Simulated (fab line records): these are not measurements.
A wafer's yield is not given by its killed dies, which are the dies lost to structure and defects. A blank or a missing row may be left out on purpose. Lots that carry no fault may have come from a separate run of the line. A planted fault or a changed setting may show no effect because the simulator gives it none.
fab line records	flow berkeleyCmos170
record: lots: 5	wafers: 27
route steps=331 shown NWELL@15 ACTIVE@72 GATE@141 SILICIDE@211
startH: hours from the record's opening day to when the first of the lot's shown wafers began	waitH: how many hours have passed since the lot's step before this one	" unchanged from the row above	L1.1+2: a row that stands for several wafers	- no value present, or no start provided	* or withheld: withheld	< > ~ a bound
route shown NAME@n: a module of which the file shows steps, and the number in the route of the first	usual: mean/standard deviation of fault-free wafers	same: alike in all rows	chamber/n: place in a boat	sites: readings site by site	_std_site: their standard deviation	_edge_site: the outer-site mean with the inner-site mean subtracted	radiusMm: for every site, how far away it sits from the centre of the wafer	mask NAME#n: copy n	behind: the tool/chamber that last shaped the wafer	hold: cause of the lot's hold/its duration in hours/its outcome	device: transistor that didn't switch, given as n, p or np	end of line: tests run on the same wafers once the route is complete	a step with no rows: only its recipe	killed: dies that structure and defects cost at the first sort, which is not the same as the wafer's yield	map: the dies of a wafer, with x for killed, . for not killed, _ for no die there
set.NAME: the setting that was run; set.NAME@STEP: the one run at that earlier step	model.NAME: the simulator's own value behind a step, which no gauge read
lots with deliberately changed settings; one table per step, one row per wafer
== steps ==
step: UCB170_NWELL_OXIDATION_01
recipe: tempC: 1000	ambient: O2	targetThkA: 264	oxTimeS: 1260
lot.wafer	tool	chamber	startH	waitH	set.oxTimeS	model.SiO2_of_NWELL_OXIDATION_01.thkNm
L074.1	-	-	-	2.9	1858	32.59
L074.2	"	-	"	"	1858	32.8
L074.3	"	-	"	"	1858	32.54
L074.4	"	-	"	"	1858	32.48
L074.5	"	-	"	"	1858	32.73
L074.6	"	-	"	"	1858	32.65
L075.1	-	-	-	3.1	568.7	16.96
L075.2	"	-	"	"	568.7	17.01
L075.3	"	-	"	"	568.7	17.32
L075.4	"	-	"	"	568.7	16.75
L075.5	"	-	"	"	568.7	16.59
L075.6	"	-	"	"	568.7	16.74
L076.1	-	-	-	1.4	718	19.38
L076.2	"	-	"	"	718	19.06
L076.3	"	-	"	"	718	19.3
L076.4	"	-	"	"	718	19
L076.5	"	-	"	"	718	19.26
L076.6	"	-	"	"	718	19.41
L078.1	-	-	-	1.7	729.8	19.48
L078.2	"	-	"	"	729.8	19.7
L078.3	"	-	"	"	729.8	19.73
L078.4	"	-	"	"	729.8	19.5
L078.5	"	-	"	"	729.8	19.95
L078.6	"	-	"	"	729.8	19.39
L085.1	furnace-03	0	74.60	2.2	1260	26.67
L085.3	"	0	"	"	1260	27.16
L085.4	"	0	"	"	1260	27.29
step: UCB170_NWELL_THK_MEAS_02
recipe: reads: SiO2_of_NWELL_OXIDATION_01
usual: NWELL_OXIDE_THK: 26.3/0.43
lot.wafer	tool	chamber	startH	waitH	set.oxTimeS@NWELL_OXIDATION_01	NWELL_OXIDE_THK[nm]
L074.1	filmMetro-04	-	-	-	1858	32.6
L074.2	"	-	"	"	1858	32.8
L074.3	"	-	"	"	1858	32.6
L074.4	"	-	"	"	1858	32.5
L074.5	"	-	"	"	1858	32.8
L074.6	"	-	"	"	1858	32.7
L075.1	filmMetro-03	-	-	-	568.7	16.9
L075.2	"	-	"	"	568.7	17.1
L075.3	"	-	"	"	568.7	17.3
L075.4	"	-	"	"	568.7	16.8
L075.5	"	-	"	"	568.7	16.6
L075.6	"	-	"	"	568.7	16.8
L076.1	filmMetro-02	-	-	-	718	19.4
L076.2	"	-	"	"	718	19.1
L076.3	"	-	"	"	718	19.3
L076.4	"	-	"	"	718	19.0
L076.5	"	-	"	"	718	19.3
L076.6	"	-	"	"	718	19.4
L078.1	filmMetro-02	-	-	-	729.8	19.5
L078.2	"	-	"	"	729.8	19.7
L078.3	"	-	"	"	729.8	19.7
L078.4	"	-	"	"	729.8	19.4
L078.5	"	-	"	"	729.8	20.0
L078.6	"	-	"	"	729.8	19.4
L085.1	filmMetro-02	-	76.01	0.1	1260	26.7
L085.3	"	-	"	"	1260	27.2
L085.4	"	-	"	"	1260	27.3
step: UCB170_ACTIVE_DEVELOP_12
recipe: developer: TMAH	developTimeS: 45	resist: KrF	devTempC: 21
lot.wafer	tool	chamber	startH	waitH	set.developTimeS
L074.1+2+5	lithoTrack-01	0	-	-	45
L074.3+4+6	"	0	"	"	64.31
L075.1+2+3+4+5+6	lithoTrack-02	0	-	-	45
L076.1+2+6	lithoTrack-01	0	-	-	27.55
L076.3+4+5	"	0	"	"	45
L078.1+4+6	lithoTrack-02	0	-	-	45
L078.2+3+5	"	0	"	"	52.08
L085.1+3+4	lithoTrack-02	0	-	-	45
step: UCB170_ACTIVE_CD_MEAS_13
recipe: targetCdNm: 1200
usual: cdNm: 1199.9/1.3
lot.wafer	tool	chamber	startH	waitH	set.developTimeS@ACTIVE_DEVELOP_12	cdNm
L074.1	cdSem-01	-	74.73	-	45	1199.2
L074.2	"	-	"	"	45	1199.2
L074.3	"	-	"	"	64.31	1197.3
L074.4	"	-	"	"	64.31	1197.7
L074.5	"	-	"	"	45	1199.6
L074.6	"	-	"	"	64.31	1196.4
L075.1	cdSem-01	-	82.55	-	45	1199.3
L075.2	"	-	"	"	45	1199.5
L075.3	"	-	"	"	45	1199.4
L075.4	"	-	"	"	45	1199.7
L075.5	"	-	"	"	45	1199.7
L075.6	"	-	"	"	45	1198.7
L076.1	cdSem-02	-	82.73	-	27.55	1204.8
L076.2	"	-	"	"	27.55	1203.3
L076.3	"	-	"	"	45	1201.3
L076.4	"	-	"	"	45	1200.8
L076.5	"	-	"	"	45	1200.7
L076.6	"	-	"	"	27.55	1204.3
L078.1	cdSem-02	-	95.69	-	45	1202.3
L078.2	"	-	"	"	52.08	1201.2
L078.3	"	-	"	"	52.08	1201.8
L078.4	"	-	"	"	45	1201.5
L078.5	"	-	"	"	52.08	1201.2
L078.6	"	-	"	"	45	1201.7
L085.1	cdSem-01	-	124.06	-	45	1197.0
L085.3	"	-	"	"	45	1196.9
L085.4	"	-	"	"	45	1198.3
step: UCB170_GATE_ETCH_15
recipe: chemistry: HBr/Cl2	target: poly-Si	stopOn: SiO2	overEtchFrac: 0.3	icpW: 300	biasW: 150	timeS: 56.3	pressureMtorr: 15	HBr_flow_sccm: 150	Cl2_flow_sccm: 50	targetDepthA: 2782
usual: oesProductAu: 0.838/0.018
lot.wafer	tool	chamber	startH	waitH	set.targetDepthA	oesProductAu	model.etch.depthNm	model.GATE.featureDepthNm	model.KrF_of_GATE_COAT_07.thkNm
L076.1	rieSi-02	3	126.25	-	2126	0.988	214.9	214.9	800.8
L076.2	"	1	"	"	2782	0.841	216.7	216.7	773.6
L076.3	"	0	"	"	2782	0.811	216.5	216.6	775.1
L076.4	"	2	"	"	2126	0.998	212.5	212.5	802.7
L076.5	"	2	"	"	2782	0.844	216.3	216.3	778.6
L076.6	"	3	"	"	2126	0.993	218	218	800.1
L074.1	rieSi-01	0	126.52	-	2782	0.856	214.9	214.9	779.6
L074.2	"	2	"	"	2782	0.855	214.9	214.9	782.2
L074.3	"	3	"	"	2782	0.843	214.5	214.6	779.3
L074.4	"	1	"	"	2782	0.860	215.4	215.5	780.3
L074.5	"	2	"	"	2782	0.852	216.4	216.4	778.7
L074.6	"	3	"	"	2782	0.843	215.5	215.5	776.8
L075.1	rieSi-02	0	129.65	-	2782	0.807	215.9	216	775.6
L075.2	"	2	"	"	1531	1.013	153.1	153.1	826.6
L075.3	"	3	"	"	2782	0.829	216.1	216.2	772.9
L075.4	"	1	"	"	2782	0.841	214.9	214.9	778.3
L075.5	"	1	"	"	1531	0.997	151.7	151.7	824.9
L075.6	"	0	"	"	1531	0.962	152.8	152.8	825.7
L078.1	rieSi-01	0	139.44	-	2782	0.844	212.1	212.1	779.2
L078.2	"	2	"	"	3930	0.682	213	214.9	732.5
L078.3	"	1	"	"	2782	0.850	212	212	773.7
L078.4	"	3	"	"	3930	0.681	214.7	216.7	727.7
L078.5	"	0	"	"	3930	0.685	213.4	215.3	732.9
L078.6	"	1	"	"	2782	0.858	213.7	213.7	774.1
L085.1	rieSi-01	0	164.32	-	2782	0.854	212.7	212.7	783.7
L085.3	"	2	"	"	2782	0.845	213.1	213.1	780.2
L085.4	"	1	"	"	2782	0.854	215.1	215.1	780.5
step: UCB170_SILICIDE_SPUTTER_01
recipe: material: Ti	targetThkNm: 30	timeS: 25	powerW: 1500	chamberPressurePa: 0.5
lot.wafer	tool	chamber	startH	waitH	set.timeS	model.Ti_of_SILICIDE_SPUTTER_01.thkNm
L076.1+4	pvdSputter-01	-	139.90	0.0	25	29.63
L076.2	"	-	"	"	33.49	40.33
L076.3	"	-	"	"	25	29.96
L076.5	"	-	"	"	33.49	39.83
L076.6	"	-	"	"	33.49	40.15
L074.1	pvdSputter-02	-	140.52	0.0	25	29.78
L074.2	"	-	"	"	25	29.79
L074.3	"	-	"	"	25	30.05
L074.4	"	-	"	"	25	29.67
L074.5	"	-	"	"	25	29.69
L074.6	"	-	"	"	25	29.81
L075.1	pvdSputter-04	-	145.38	0.0	25	29.94
L075.2	"	-	"	"	30.5	36.91
L075.3	"	-	"	"	25	29.85
L075.4	"	-	"	"	30.5	36.87
L075.5	"	-	"	"	30.5	36.5
L075.6	"	-	"	"	25	30.12
L078.1	pvdSputter-01	-	156.55	0.0	31.69	38.35
L078.2	"	-	"	"	25	30.29
L078.3	"	-	"	"	31.69	38.74
L078.4	"	-	"	"	31.69	38.68
L078.5	"	-	"	"	25	30.39
L078.6	"	-	"	"	25	30.56
L085.1	pvdSputter-04	-	180.73	0.0	25	29.79
L085.3	"	-	"	"	25	29.55
L085.4	"	-	"	"	25	30
step: UCB170_SILICIDE_RS_MEAS_02
recipe: thkMeasGauge: four-point-probe	reads: Ti_of_SILICIDE_SPUTTER_01
usual: SILICIDE_TI_RS: 26.08/0.28
lot.wafer	tool	chamber	startH	waitH	set.timeS@SILICIDE_SPUTTER_01	SILICIDE_TI_RS[ohm/sq]
L076.1	filmMetro-02	-	139.93	0.0	25	26.44
L076.2	"	-	"	"	33.49	18.51
L076.3	"	-	"	"	25	26.12
L076.4	"	-	"	"	25	26.52
L076.5	"	-	"	"	33.49	18.75
L076.6	"	-	"	"	33.49	18.60
L074.1	filmMetro-01	-	140.55	0.0	25	26.35
L074.2	"	-	"	"	25	26.34
L074.3	"	-	"	"	25	26.02
L074.4	"	-	"	"	25	26.50
L074.5	"	-	"	"	25	26.44
L074.6	"	-	"	"	25	26.28
L075.1	filmMetro-02	-	145.41	0.0	25	26.18
L075.2	"	-	"	"	30.5	20.47
L075.3	"	-	"	"	25	26.27
L075.4	"	-	"	"	30.5	20.51
L075.5	"	-	"	"	30.5	20.74
L075.6	"	-	"	"	25	25.97
L078.1	filmMetro-01	-	156.58	0.0	31.69	19.59
L078.2	"	-	"	"	25	25.86
L078.3	"	-	"	"	31.69	19.40
L078.4	"	-	"	"	31.69	19.41
L078.5	"	-	"	"	25	25.77
L078.6	"	-	"	"	25	25.60
L085.1	filmMetro-02	-	180.76	0.0	25	26.29
L085.3	"	-	"	"	25	26.58
L085.4	"	-	"	"	25	26.11
step: UCB170_SILICIDE_THK_MEAS_03
recipe: thkMeasGauge: xrf	reads: Ti_of_SILICIDE_SPUTTER_01
usual: SILICIDE_TI_THK: 30.29/0.3
lot.wafer	tool	chamber	startH	waitH	set.timeS@SILICIDE_SPUTTER_01	SILICIDE_TI_THK[nm]
L076.1	filmMetro-02	-	140.05	0.1	25	29.77
L076.2	"	-	"	"	33.49	40.58
L076.3	"	-	"	"	25	30.25
L076.4	"	-	"	"	25	29.90
L076.5	"	-	"	"	33.49	39.95
L076.6	"	-	"	"	33.49	40.23
L074.1	filmMetro-01	-	140.67	0.1	25	30.15
L074.2	"	-	"	"	25	30.22
L074.3	"	-	"	"	25	30.48
L074.4	"	-	"	"	25	30.00
L074.5	"	-	"	"	25	30.13
L074.6	"	-	"	"	25	30.15
L075.1	filmMetro-02	-	145.53	0.1	25	30.35
L075.2	"	-	"	"	30.5	37.26
L075.3	"	-	"	"	25	30.12
L075.4	"	-	"	"	30.5	37.26
L075.5	"	-	"	"	30.5	36.94
L075.6	"	-	"	"	25	30.47
L078.1	filmMetro-01	-	156.70	0.1	31.69	38.70
L078.2	"	-	"	"	25	30.54
L078.3	"	-	"	"	31.69	39.16
L078.4	"	-	"	"	31.69	38.98
L078.5	"	-	"	"	25	30.54
L078.6	"	-	"	"	25	30.90
L085.1	filmMetro-02	-	180.88	0.1	25	29.94
L085.3	"	-	"	"	25	29.81
L085.4	"	-	"	"	25	30.25
== key ==
split: step: UCB170_NWELL_OXIDATION_01	setting: oxTimeS	stated: 1260	by: lot
response: step: UCB170_NWELL_OXIDATION_01	reading: model.SiO2_of_NWELL_OXIDATION_01.thkNm	change: +0.152	per: 1%	r: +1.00
response: step: UCB170_NWELL_THK_MEAS_02	reading: NWELL_OXIDE_THK	change: +0.152	per: 1%	r: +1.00
split: step: UCB170_ACTIVE_DEVELOP_12	setting: developTimeS	stated: 45	by: wafer
response: step: UCB170_ACTIVE_CD_MEAS_13	reading: cdNm	change: -0.0626	per: 1%	r: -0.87
split: step: UCB170_GATE_ETCH_15	setting: targetDepthA	stated: 2782	by: wafer
response: step: UCB170_GATE_ETCH_15	reading: oesProductAu	change: -0.00424	per: 1%	r: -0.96
response: step: UCB170_GATE_ETCH_15	reading: model.etch.depthNm	shape: bent	atLowest: 152.5	atStated: 214.8	atHighest: 213.7
response: step: UCB170_GATE_ETCH_15	reading: model.GATE.featureDepthNm	shape: bent	atLowest: 152.5	atStated: 214.8	atHighest: 215.6
response: step: UCB170_GATE_ETCH_15	reading: model.KrF_of_GATE_COAT_07.thkNm	change: -1.1	per: 1%	r: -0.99
split: step: UCB170_SILICIDE_SPUTTER_01	setting: timeS	stated: 25	by: wafer
response: step: UCB170_SILICIDE_SPUTTER_01	reading: model.Ti_of_SILICIDE_SPUTTER_01.thkNm	change: +0.306	per: 1%	r: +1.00
response: step: UCB170_SILICIDE_RS_MEAS_02	reading: SILICIDE_TI_RS	change: -0.235	per: 1%	r: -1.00
response: step: UCB170_SILICIDE_THK_MEAS_03	reading: SILICIDE_TI_THK	change: +0.307	per: 1%	r: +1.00
